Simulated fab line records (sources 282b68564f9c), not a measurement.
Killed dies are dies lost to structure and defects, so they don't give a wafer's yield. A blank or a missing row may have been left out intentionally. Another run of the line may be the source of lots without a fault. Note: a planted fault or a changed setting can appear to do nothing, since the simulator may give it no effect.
Which tool did it? :: flow rit_cmos :: 21 wafers from 7 lots sampled at 2 of the route's 202 steps

## WHAT THE GAUGES READ, wafer by wafer
RIT_ACTIVE_THK_MEAS_04.
lot: L867
measured: day 1 23:33
on: film_metro-03
ACTIVE_NITRIDE_THK (nm): 151.4 151.0 150.8

lot: L870
measured: day 2 14:32
on: film_metro-01
ACTIVE_NITRIDE_THK (nm): 149.4 148.5 148.7

lot: L872
measured: day 3 00:32
on: film_metro-01
ACTIVE_NITRIDE_THK (nm): 148.1 147.2 148.3

lot: L874
measured: day 3 10:32
on: film_metro-01
ACTIVE_NITRIDE_THK (nm): 150.4 151.1 149.6

lot: L878
measured: day 4 07:23
on: film_metro-02
ACTIVE_NITRIDE_THK (nm): 146.2 148.0 149.1

lot: L880
measured: day 4 19:59
on: film_metro-02
ACTIVE_NITRIDE_THK (nm): 300.5 300.0 298.4

lot: L887
measured: day 6 03:32
on: film_metro-01
ACTIVE_NITRIDE_THK (nm): 148.7 148.9 148.0

## WHAT TOOL EACH LOT RAN ON (gives the tool, then ch and the chambers of the sampled wafers, and finally the start)
lot: L867
RIT_ACTIVE_CVD_03: lpcvd-01 ch 1, day 1 22:07

lot: L870
RIT_ACTIVE_CVD_03: lpcvd-01 ch 1, day 2 13:07

lot: L872
RIT_ACTIVE_CVD_03: lpcvd-01 ch 1, day 2 23:07

lot: L874
RIT_ACTIVE_CVD_03: lpcvd-02 ch 0, day 3 09:07

lot: L878
RIT_ACTIVE_CVD_03: lpcvd-01 ch 0, day 4 05:58

lot: L880
RIT_ACTIVE_CVD_03: lpcvd-01 ch 0, day 4 15:34

lot: L887
RIT_ACTIVE_CVD_03: lpcvd-02 ch 1, day 6 02:07
- RIT_ACTIVE_CVD_03: deposits Si3N4 from SiH2Cl2/NH3, target thk 150 nm, time 1500 s.

## THE ANSWER, worked out from the rows above alone
Rule: the lots themselves supply what counts as usual. The widest of any qualifying gaps counts: lots, ordered by their means at a reading, are off when they make up no more than a third of the lots, leave a main group of 4 or more, and stand apart from it by 3 or more times the standard deviation of that group's means. A main group whose means are all the same, to the digits that the tables above print for the reading, isn't used. Also off: a lot with no number at a reading for which 4 or more lots have one. All remaining lots with rows at the step are treated as sound.
Off: at RIT_ACTIVE_THK_MEAS_04 (ACTIVE_NITRIDE_THK), L880. Main group: mean 149.1 nm, sd 1.2.
A tool fits if, at a process step before that reading, it ran every lot that is off, and no sound lot after the first of them. Gauges at RIT_ACTIVE_THK_MEAS_04: tried the same way as those tools. Undecided on this evidence; 2 tools fit (lpcvd-01 at RIT_ACTIVE_CVD_03, film_metro-02 at RIT_ACTIVE_THK_MEAS_04).

## WHAT WAS PUT IN BY THE SIMULATOR
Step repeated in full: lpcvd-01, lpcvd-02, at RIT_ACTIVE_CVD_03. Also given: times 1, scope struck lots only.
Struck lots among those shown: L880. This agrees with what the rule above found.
